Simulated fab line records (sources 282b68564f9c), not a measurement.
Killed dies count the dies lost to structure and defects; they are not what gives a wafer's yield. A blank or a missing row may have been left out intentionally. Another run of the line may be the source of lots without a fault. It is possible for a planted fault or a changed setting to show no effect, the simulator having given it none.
fab line records    flow rit_cmos
[record] lots = 11  wafers = 33  last_day = 7
route steps=202 shown GATE@95 PLDD@123 NSD@133 PSD@157 M1@202
lots with no fault: from the same line, run without faults
start_h: hours from the record's first day to the start of the lot's first wafer shown    wait_h: hours since the lot's step before    " same as the row above    L1.1+2: a row that stands for several wafers    - no value present, or no start provided    * or withheld: withheld    < > ~ a bound
route shown NAME@n: names a module that has steps shown in the file, with the first one's number in the route    usual: mean/standard deviation of fault-free wafers    same: alike in all rows    chamber/n: place in a boat    sites: each site's reading    _std_site: the standard deviation of these    _edge_site: the outer-site mean with the inner-site mean subtracted    radius_mm: for every site, how far away it sits from the centre of the wafer    mask NAME#n: copy n    behind: tool/chamber where the wafer was last shaped    hold: cause of the lot's hold/its duration in hours/its outcome    device: the n, p or np transistor that did not switch    end of line: the route-end tests of the same wafers    for a step that has no rows: nothing shown but its recipe    killed: dies that structure and defects cost at the first sort, which is not the same as the wafer's yield    map: per-die view of a wafer (x killed, . not killed, _ where there is no die)
set.NAME: the run value of the setting; set.NAME@STEP: its run value at that earlier step    model.NAME: the simulator's own value behind a step, which no gauge read
one table for each step of the route and one row for each wafer, over a sample of lots
services: when a tool's chamber went out of use (start_h, in hours from the record's first day, below 0 if earlier), for how many hours, and the reason
[[steps]]
[step RIT_GATE_ETCH_19]
[recipe] chemistry = SF6/CHF3/O2  time_s = 165  SF6_flow_sccm = 30  CHF3_flow_sccm = 30  O2_flow_sccm = 5  target = poly-Si  pressure_mtorr = 40  rf_w = 160  target_depth_a = 3125  over_etch_frac = 0.25  stop_on = SiO2
[usual] drypump_motor_current_A = 5.5/0.4  oes_product_au = 0.855/0.0091  rf_fwd_power_W = 159.4/0.54  throttle_valve_pct = 10.22/0.076
[same] over_etch_frac = 0.25
lot.wafer  tool       chamber  start_h  wait_h  drypump_motor_current_A  oes_product_au  rf_fwd_power_W  rf_hours_counter_h  throttle_valve_pct
L315.2     rie_si-02  0        46.13    0.1     5.8                      0.863           160.7           102                 10.38
L315.5     "          0        "        "       5.8                      0.867           159.1           -                   10.38
L315.6     "          3        "        "       5.6                      0.851           159.8           -                   10.25
L316.2     rie_si-01  2        51.41    0.1     5.1                      0.850           158.7           153                 10.22
L316.3     "          1        "        "       5.4                      0.858           159.3           98                  10.14
L316.6     "          0        "        "       4.9                      0.870           159.3           -                   10.19
L317.2     rie_si-02  3        58.25    0.1     5.6                      0.854           159.8           0                   10.24
L317.3     "          2        "        "       5.6                      0.848           159.4           17                  10.12
L317.5     "          2        "        "       5.7                      0.839           159.9           -                   10.13
L322.1     rie_si-01  2        82.88    0.1     5.1                      0.846           159.0           153                 10.22
L322.5     "          1        "        "       5.4                      0.847           159.8           -                   10.12
L322.6     "          0        "        "       4.9                      0.859           158.9           -                   10.21
L324.1     rie_si-01  1        88.83    0.1     5.4                      0.851           160.0           99                  10.13
L324.2     "          2        "        "       5.1                      0.850           159.0           153                 10.20
L324.6     "          2        "        "       5.1                      0.837           159.1           -                   10.21
L326.1     rie_si-01  3        101.59   0.1     5.4                      0.863           159.4           42                  10.26
L326.5     "          1        "        "       5.4                      0.850           159.3           -                   10.15
L326.6     "          3        "        "       5.4                      0.856           159.3           -                   10.25
L328.2     rie_si-01  1        105.47   0.1     5.4                      0.850           159.5           99                  10.14
L328.4     "          3        "        "       5.4                      0.857           160.0           -                   10.26
L328.5     "          1        "        "       5.4                      0.848           159.6           -                   10.12
L332.1     rie_si-01  3        126.33   0.1     5.3                      0.861           159.9           42                  10.24
L332.2     "          1        "        "       5.4                      0.852           160.0           99                  10.14
L332.4     "          2        "        "       5.1                      0.859           158.4           0                   10.22
L333.3     rie_si-02  1        130.33   0.1     6.3                      0.855           159.8           1                   10.28
L333.4     "          2        "        "       5.6                      0.850           160.0           18                  10.12
L333.6     "          3        "        "       5.6                      0.861           158.6           -                   10.24
L334.1     rie_si-01  0        136.67   0.1     4.9                      0.860           158.0           71                  10.20
L334.2     "          3        "        "       5.4                      0.850           159.8           43                  10.26
L334.5     "          3        "        "       5.4                      0.858           159.7           -                   10.24
L335.1     rie_si-02  2        139.44   0.1     5.7                      0.859           159.5           18                  10.11
L335.4     "          3        "        "       5.7                      0.862           158.8           1                   10.23
L335.6     "          1        "        "       6.3                      0.845           160.0           -                   10.26
[step RIT_PLDD_STRIP_09]
[recipe] chemistry = O2  time_s = 180  resist = NOVOLAK  platen_temp_c = withheld  power_w = 500  pressure_mtorr = 4000  o2_flow_sccm = 4000
[usual] drypump_motor_current_A = 6.18/0.29
lot.wafer  tool             chamber  start_h  wait_h  drypump_motor_current_A  rf_hours_counter_h
L315.2     plasma_asher-03  0        53.88    0.1     6.06                     41
L315.5     "                1        "        "       6.31                     -
L315.6     "                0        "        "       6.06                     -
L316.2     plasma_asher-02  0        62.41    0.1     6.39                     43
L316.3     "                0        "        "       6.37                     -
L316.6     "                1        "        "       6.49                     -
L317.2     plasma_asher-03  0        66.52    0.1     6.06                     43
L317.3     "                0        "        "       6.07                     -
L317.5     "                1        "        "       6.31                     -
L322.1     plasma_asher-04  1        89.53    0.1     5.56                     39
L322.5     "                1        "        "       5.57                     -
L322.6     "                0        "        "       5.85                     -
L324.1     plasma_asher-04  1        97.85    0.1     5.57                     40
L324.2     "                0        "        "       5.85                     40
L324.6     "                0        "        "       5.85                     -
L326.1     plasma_asher-02  1        108.08   0.1     6.54                     49
L326.5     "                0        "        "       6.36                     -
L326.6     "                1        "        "       6.55                     -
L328.2     plasma_asher-03  0        113.04   0.1     6.07                     48
L328.4     "                1        "        "       6.35                     -
L328.5     "                0        "        "       6.08                     -
L332.1     plasma_asher-03  0        133.30   0.1     6.06                     51
L332.2     "                1        "        "       6.34                     51
L332.4     "                1        "        "       6.32                     -
L333.3     plasma_asher-04  0        138.52   0.1     5.88                     -
L333.4     "                1        "        "       5.58                     -
L333.6     "                1        "        "       5.56                     -
L334.1     plasma_asher-03  1        143.21   0.1     6.28                     52
L334.2     "                0        "        "       6.07                     52
L334.5     "                1        "        "       6.33                     -
L335.1     plasma_asher-02  1        146.92   0.1     6.53                     3
L335.4     "                1        "        "       6.51                     -
L335.6     "                1        "        "       6.54                     -
[step RIT_NSD_SOFTBAKE_02]
[recipe] resist = NOVOLAK  temp_c = 90  time_s = 62.74
[usual] heater_power_total_W = 34.62/0.049  plate_sensor_t_centre_C = 90.969/0.011  plate_sensor_t_edge_C = 91.021/0.011
lot.wafer  tool            chamber  start_h  wait_h  heater_power_total_W  plate_sensor_t_centre_C  plate_sensor_t_edge_C
L315.2     litho_track-04  0        56.95    0.1     34.53                 90.950                   91.015
L315.5     "               0        "        "       34.59                 90.976                   90.994
L315.6     "               0        "        "       34.59                 90.970                   91.024
L316.2     litho_track-04  0        65.84    0.1     34.65                 90.990                   91.019
L316.3     "               0        "        "       34.61                 90.969                   91.034
L316.6     "               0        "        "       34.55                 90.938                   91.006
L317.2     litho_track-03  0        69.57    0.1     34.64                 90.982                   91.035
L317.3     "               0        "        "       34.62                 90.989                   91.030
L317.5     "               0        "        "       34.58                 90.956                   91.026
L322.1     litho_track-02  0        92.56    0.1     34.65                 90.975                   91.003
L322.5     "               0        "        "       34.60                 90.958                   91.031
L322.6     "               0        "        "       34.56                 91.002                   91.014
L324.1     litho_track-04  0        100.89   0.1     32.13                 86.363                   86.402
L324.2     "               0        "        "       32.10                 86.348                   86.385
L324.6     "               0        "        "       32.04                 86.358                   86.408
L326.1     litho_track-04  0        111.13   0.1     32.20                 86.336                   86.413
L326.5     "               0        "        "       32.17                 86.357                   86.386
L326.6     "               0        "        "       32.16                 86.350                   86.402
L328.2     litho_track-02  0        116.09   0.1     34.55                 90.978                   91.011
L328.4     "               0        "        "       34.61                 90.955                   91.034
L328.5     "               0        "        "       34.61                 90.976                   91.031
L332.1     litho_track-02  0        136.98   0.1     34.61                 90.974                   91.004
L332.2     "               0        "        "       34.60                 90.951                   91.007
L332.4     "               0        "        "       34.64                 90.968                   91.025
L333.3     litho_track-03  0        142.50   0.1     34.72                 90.972                   91.020
L333.4     "               0        "        "       34.66                 90.965                   90.997
L333.6     "               0        "        "       34.51                 90.964                   91.027
L334.1     litho_track-03  0        146.46   0.1     34.53                 90.966                   91.013
L334.2     "               0        "        "       34.67                 90.960                   91.027
L334.5     "               0        "        "       34.59                 90.963                   91.024
L335.1     litho_track-03  0        149.95   0.1     34.63                 90.970                   91.031
L335.4     "               0        "        "       34.63                 90.965                   91.029
L335.6     "               0        "        "       34.62                 90.960                   91.012
[step RIT_SDANNEAL_RS_MEAS_04]
[recipe] thk_meas_gauge = four-point-probe
[usual] PSD_RS = 116.1/0.35
lot.wafer  tool           chamber  start_h  wait_h  PSD_RS[ohm/sq]
L315.2     film_metro-04  -        60.37    0.1     115.4
L315.5     "              -        "        "       115.7
L315.6     "              -        "        "       115.6
L316.2     film_metro-02  -        69.28    0.1     116.3
L316.3     "              -        "        "       116.2
L316.6     "              -        "        "       116.4
L317.2     film_metro-03  -        72.89    0.1     116.4
L317.3     "              -        "        "       116.6
L317.5     "              -        "        "       116.4
L322.1     film_metro-04  -        95.72    0.0     116.0
L322.5     "              -        "        "       116.2
L322.6     "              -        "        "       116.3
L324.1     film_metro-02  -        104.16   0.1     115.7
L324.2     "              -        "        "       115.8
L324.6     "              -        "        "       115.8
L326.1     film_metro-03  -        114.29   0.0     116.3
L326.5     "              -        "        "       116.4
L326.6     "              -        "        "       116.4
L328.2     film_metro-03  -        119.49   0.1     116.6
L328.4     "              -        "        "       116.6
L328.5     "              -        "        "       116.8
L332.1     film_metro-03  -        140.11   0.0     116.4
L332.2     "              -        "        "       116.6
L332.4     "              -        "        "       116.9
L333.3     film_metro-04  -        145.74   0.1     116.0
L333.4     "              -        "        "       116.3
L333.6     "              -        "        "       116.3
L334.1     film_metro-04  -        149.59   0.0     116.2
L334.2     "              -        "        "       116.1
L334.5     "              -        "        "       116.2
L335.1     film_metro-04  -        153.33   0.0     115.7
L335.4     "              -        "        "       115.5
L335.6     "              -        "        "       115.5
[step RIT_M1_PROBE_99]
[usual] killed_at_contacts = 0.1/0.24  killed_at_front_end = 7/3.2  killed_dies = 7/3.2  killed_open = 3.4/2  killed_short = 3.5/2.2
[same] gross_dies = 264  killed_at_M0_to_M3 = 0  killed_at_M4_up = 0  killed_at_back_side = 0  killed_at_other = 0
lot.wafer  tool       chamber  start_h  wait_h  killed_at_contacts  killed_at_front_end  killed_dies  killed_open  killed_short
L315.2     prober-01  -        68.24    0.1     1                   3                    4            1            3
L315.5     prober-01  -        68.39    0.2     0                   4                    4            2            2
L315.6     prober-01  -        68.44    0.2     0                   6                    6            2            4
L316.2     prober-02  -        77.86    0.1     0                   7                    7            2            5
L316.3     prober-02  -        77.91    0.2     0                   10                   10           5            5
L316.6     prober-02  -        78.06    0.2     0                   8                    8            1            7
L317.2     prober-02  -        80.47    0.1     0                   8                    8            5            3
L317.3     prober-02  -        80.52    0.2     0                   6                    6            4            2
L317.5     prober-02  -        80.62    0.2     0                   6                    6            2            4
L322.1     prober-01  -        103.27   0.1     0                   6                    6            3            3
L322.5     prober-01  -        103.47   0.2     0                   9                    9            5            4
L322.6     prober-01  -        103.52   0.2     0                   7                    7            5            2
L324.1     prober-01  -        111.74   0.1     0                   5                    5            3            2
L324.2     prober-01  -        111.79   0.1     0                   8                    8            4            4
L324.6     prober-01  -        111.99   0.2     0                   7                    7            3            4
L326.1     prober-01  -        121.89   0.1     0                   6                    6            3            3
L326.5     prober-01  -        122.09   0.2     0                   14                   14           7            7
L326.6     prober-01  -        122.14   0.2     0                   12                   12           4            8
L328.2     prober-01  -        126.89   0.1     0                   9                    9            3            6
L328.4     prober-01  -        126.99   0.2     0                   7                    7            3            4
L328.5     prober-01  -        127.04   0.2     0                   8                    8            4            4
L332.1     prober-01  -        147.50   0.1     0                   8                    8            4            4
L332.2     prober-01  -        147.55   0.1     0                   5                    5            4            1
L332.4     prober-01  -        147.65   0.2     0                   13                   13           9            4
L333.3     prober-02  -        153.19   0.2     0                   9                    9            3            6
L333.4     prober-02  -        153.24   0.2     0                   4                    4            3            1
L333.6     prober-02  -        153.34   0.2     0                   7                    7            5            2
L334.1     prober-01  -        157.44   0.1     0                   5                    5            4            1
L334.2     prober-01  -        157.49   0.1     0                   2                    2            1            1
L334.5     prober-01  -        157.64   0.2     0                   3                    3            0            3
L335.1     prober-02  -        160.67   0.1     0                   7                    7            3            4
L335.4     prober-02  -        160.82   0.2     0                   4                    4            4            0
L335.6     prober-02  -        160.92   0.2     0                   5                    5            2            3
// killed by level:class
L315.2 SPACER:geometric_particle:short=2 GATE:geometric_particle:open=1 CONTACT:geometric_particle:short=1
L315.5 GATE:geometric_particle:short=2 FOX2:geometric_particle:open=1 GATE:geometric_particle:open=1
L315.6 GATE:geometric_particle:open=2 GATE:geometric_particle:short=2 REOX:geometric_particle:short=1 SPACER:geometric_particle:short=1
L316.2 GATE:geometric_particle:short=2 SILICIDE:geometric_particle:short=2 SPACER:geometric_particle:open=1 SPACER:geometric_particle:short=1 SILICIDE:geometric_particle:open=1
L316.3 GATE:geometric_particle:open=3 SPACER:geometric_particle:short=2 FOX1:geometric_particle:short=1 FOX2:geometric_particle:short=1 REOX:geometric_particle:open=1 SPACER:geometric_particle:open=1 SILICIDE:geometric_particle:short=1
L316.6 REOX:geometric_particle:short=3 GATE:geometric_particle:short=2 FOX2:geometric_particle:open=1 FOX2:geometric_particle:short=1 SILICIDE:geometric_particle:short=1
L317.2 GATE:geometric_particle:short=2 SPACER:geometric_particle:open=2 FOX1:geometric_particle:open=1 FOX1:geometric_particle:short=1 GATE:geometric_particle:open=1 SILICIDE:geometric_particle:open=1
L317.3 SILICIDE:geometric_particle:open=2 FOX2:geometric_particle:open=1 GATE:geometric_particle:short=1 SPACER:geometric_particle:open=1 SILICIDE:geometric_particle:short=1
L317.5 GATE:geometric_particle:short=3 GATE:geometric_particle:open=2 SPACER:geometric_particle:short=1
L322.1 SPACER:geometric_particle:short=2 FOX1:geometric_particle:open=1 GATE:geometric_particle:short=1 SPACER:geometric_particle:open=1 SILICIDE:geometric_particle:open=1
L322.5 GATE:geometric_particle:short=3 GATE:geometric_particle:open=2 SPACER:geometric_particle:open=2 FOX1:geometric_particle:short=1 FOX2:geometric_particle:open=1
L322.6 GATE:geometric_particle:open=3 FOX2:geometric_particle:short=1 REOX:geometric_particle:open=1 SPACER:geometric_particle:open=1 SPACER:geometric_particle:short=1
L324.1 GATE:geometric_particle:short=2 GATE:geometric_particle:open=1 REOX:geometric_particle:open=1 SILICIDE:geometric_particle:open=1
L324.2 REOX:geometric_particle:open=3 FOX1:geometric_particle:short=1 FOX2:geometric_particle:short=1 GATE:geometric_particle:short=1 SILICIDE:geometric_particle:short=1 SILICIDE:geometric_particle:open=1
L324.6 REOX:geometric_particle:open=3 GATE:geometric_particle:short=2 REOX:geometric_particle:short=1 SILICIDE:geometric_particle:short=1
L326.1 GATE:geometric_particle:short=3 GATE:geometric_particle:open=3
L326.5 GATE:geometric_particle:open=6 GATE:geometric_particle:short=4 REOX:geometric_particle:short=2 FOX1:geometric_particle:open=1 FOX2:geometric_particle:short=1
L326.6 GATE:geometric_particle:short=3 FOX1:geometric_particle:short=2 FOX2:geometric_particle:open=2 GATE:geometric_particle:open=2 REOX:geometric_particle:short=2 FOX2:geometric_particle:short=1
L328.2 REOX:geometric_particle:short=2 SILICIDE:geometric_particle:short=2 FOX1:geometric_particle:open=1 GATE:geometric_particle:short=1 REOX:geometric_particle:open=1 SPACER:geometric_particle:short=1 SILICIDE:geometric_particle:open=1
L328.4 SPACER:geometric_particle:open=2 FOX1:geometric_particle:short=1 GATE:geometric_particle:short=1 REOX:geometric_particle:short=1 SPACER:geometric_particle:short=1 SILICIDE:geometric_particle:open=1
L328.5 GATE:geometric_particle:open=2 FOX1:geometric_particle:short=1 GATE:geometric_particle:short=1 REOX:geometric_particle:open=1 REOX:geometric_particle:short=1 SILICIDE:geometric_particle:short=1 SILICIDE:geometric_particle:open=1
L332.1 FOX1:geometric_particle:open=2 FOX2:geometric_particle:short=2 GATE:geometric_particle:short=1 REOX:geometric_particle:open=1 REOX:geometric_particle:short=1 SPACER:geometric_particle:open=1
L332.2 GATE:geometric_particle:open=3 FOX1:geometric_particle:open=1 SILICIDE:geometric_particle:short=1
L332.4 REOX:geometric_particle:open=3 FOX2:geometric_particle:open=2 GATE:geometric_particle:short=2 GATE:geometric_particle:open=2 FOX1:geometric_particle:open=1 REOX:geometric_particle:short=1 SILICIDE:geometric_particle:open=1 SILICIDE:geometric_particle:short=1
L333.3 SPACER:geometric_particle:short=2 SILICIDE:geometric_particle:short=2 GATE:geometric_particle:open=1 GATE:geometric_particle:short=1 REOX:geometric_particle:short=1 SPACER:geometric_particle:open=1 SILICIDE:geometric_particle:open=1
L333.4 GATE:geometric_particle:open=2 GATE:geometric_particle:short=1 SILICIDE:geometric_particle:open=1
L333.6 GATE:geometric_particle:open=2 FOX2:geometric_particle:short=1 FOX2:geometric_particle:open=1 GATE:geometric_particle:short=1 SPACER:geometric_particle:open=1 SILICIDE:geometric_particle:open=1
L334.1 GATE:geometric_particle:open=2 FOX2:geometric_particle:open=1 GATE:geometric_particle:short=1 SPACER:geometric_particle:open=1
L334.2 FOX1:geometric_particle:open=1 REOX:geometric_particle:short=1
L334.5 REOX:geometric_particle:short=1 SPACER:geometric_particle:short=1 SILICIDE:geometric_particle:short=1
L335.1 SPACER:geometric_particle:short=2 FOX2:geometric_particle:short=1 GATE:geometric_particle:open=1 GATE:geometric_particle:short=1 SPACER:geometric_particle:open=1 SILICIDE:geometric_particle:open=1
L335.4 FOX2:geometric_particle:open=2 SPACER:geometric_particle:open=2
L335.6 SPACER:geometric_particle:open=2 FOX2:geometric_particle:short=1 GATE:geometric_particle:short=1 SPACER:geometric_particle:short=1
[[services]]
tool             chamber  start_h  hours  kind
plasma_asher-04  -        46.63    28.1   pm
rie_si-01        0        64.63    13.6   repair
rie_si-02        2        67.27    6.1    repair
plasma_asher-04  -        86.48    2.8    pm
rie_si-01        2        94.92    -      clean
rie_si-01        2        94.92    21.6   scheduled_down
rie_si-01        2        94.92    21.6   vent_cycle
plasma_asher-02  -        108.75   9.0    pm
plasma_asher-02  0        108.75   9.0    vent_cycle
plasma_asher-02  1        108.75   9.0    vent_cycle
plasma_asher-02  0        117.75   -      clean
plasma_asher-02  1        117.75   -      clean
rie_si-02        0        120.35   7.4    repair
plasma_asher-03  -        121.60   2.2    repair
rie_si-02        3        135.55   1.9    repair
[[key]]
[first_sign] step = RIT_NSD_SOFTBAKE_02  reading = plate_sensor_t_edge_C  direction = down  sigmas = 99+  usual = 91.021  struck = 86.399
[effect] step = RIT_NSD_SOFTBAKE_02  reading = plate_sensor_t_centre_C  direction = down  sigmas = 99+  usual = 90.969  struck = 86.352
met_at RIT_NSD_SOFTBAKE_02
struck_lots L324,L326
tester_left_out L324,L326
not_acting_at RIT_GATE_ETCH_19,RIT_PLDD_STRIP_09,RIT_SDANNEAL_RS_MEAS_04
onset_between 65.84 100.89
[fault] kind = process_parameter_drift  tool = litho_track-04  chamber = -  onset_h = 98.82  steps = RIT_NSD_SOFTBAKE_02  channel = temp_c  offset = *  shape = step  end_h = 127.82  acts_in = *  stated = *
// tester_left_out: of these lots the tester's yield and bins aren't shown, on N5 and GAA mostly nor the transistor test; their killed dies are dies lost to structure and defects alone, not to doping, threshold or leakage, so they don't give the yield
